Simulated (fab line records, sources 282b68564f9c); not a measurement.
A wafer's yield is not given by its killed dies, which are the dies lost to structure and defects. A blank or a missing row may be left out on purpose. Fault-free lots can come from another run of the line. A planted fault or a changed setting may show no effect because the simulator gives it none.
Comparing a struck lot with a sound one / flow ritCmos / 14 steps out of a route of 202
Sound: the wafers L712.2, L712.4, L712.6. Struck: wafer L722.2 (left out: L722.1, L722.6 of the same lot, which were not struck); the cause appears at the end.
Order at every step that has rows: each side's tool, ch and its chambers, its first start. Under that, the readings that differ: sound wafers / struck wafers / difference of the means / sigmas: that difference in standard deviations of wafers without a fault.
alike: readings whose means differ by less than 2 such deviations, and words and numbers that are the same on both sides. not compared: withheld readings, readings that some wafer has no value for, bounds like >300 that may hide the same value, and numbers for which the record gives no deviation and whose values overlap.
The two part at a step that has a row with sigmas, a row that says differs or no value, or rows on one side only. Non-overlapping numbers with no deviation appear without sigmas and do not part them. A reading missing from all wafers of one side parts the sides only when that side holds two or more wafers.

first, 2 steps without rows for these wafers: RIT_PLDD_PEB_04; RIT_PLDD_DEVELOP_05 (develop time 50 s).
RIT_PLDD_OVL_MEAS_06:
  sound: overlay-02 at day 3 05:02; struck: overlay-01 at day 5 07:06
  alike: PLDD_OVL
then, 2 steps without rows for these wafers: RIT_PLDD_HARDBAKE_07 (time 60 s); RIT_PLDD_IMPLANT_08.
RIT_PLDD_STRIP_09: strips in O2, time 180 s.
  sound on plasmaAsher-03 ch 0, day 3 05:22; struck on plasmaAsher-04 ch 1, day 5 07:26
  alike: drypumpMotorCurrentA, o2FlowSccm
  not compared: rfHoursCounterH
RIT_PLDD_TW_MEAS_10:
  sound: filmMetro-04 at day 3 05:33; struck: filmMetro-03 at day 5 07:37
  alike: PLDD_TW
then, 4 steps without rows for these wafers: RIT_SPACER_CLEAN_00 (cleans in SC1, time 600 s); RIT_SPACER_CLEAN_01 (cleans in dHF, time 30 s); RIT_SPACER_CLEAN_02 (cleans in SC2, time 600 s); RIT_SPACER_CVD_03 (deposits Si3N4 from SiH2Cl2/NH3, target thk 250 nm, time 3300 s).
RIT_SPACER_THK_MEAS_04:
  sound: filmMetro-02 at day 3 07:56; struck: filmMetro-02 at day 5 09:58
reading=SPACER_NITRIDE_THK (nm); sound=249.3 246.6 247.1; struck=256.1; difference=+8.4; sigmas=+4
RIT_SPACER_ETCHBACK_05: etches Si3N4 in SF6/CHF3, stops on SiO2, target depth 250 nm, time 240 s.
  sound on rieDiel-02 ch 0,1,2, day 3 07:59; struck on rieDiel-04 ch 2, day 5 10:01
reading=model.poly-Si_of_GATE_CVD_08.thkNm (nm); sound=165.8 166.2 164.7; struck=179.8; difference=+14.2; sigmas=
reading=model.Si3N4_of_SPACER_CVD_03.thkNm (nm); sound=195.5 193.9 193.2; struck=211.2; difference=+17.0; sigmas=
  alike: drypumpMotorCurrentA, oesProductAu, throttleValvePct
  not compared: rfHoursCounterH
then, 1 step without rows for these wafers: RIT_NSD_HMDS_00 (prime time 60 s).

WHERE THEY PART
Only at RIT_SPACER_THK_MEAS_04, as far as this record shows. Later steps at which nothing parts them and some readings are alike: RIT_SPACER_ETCHBACK_05.

WHY: whatever the simulator had introduced
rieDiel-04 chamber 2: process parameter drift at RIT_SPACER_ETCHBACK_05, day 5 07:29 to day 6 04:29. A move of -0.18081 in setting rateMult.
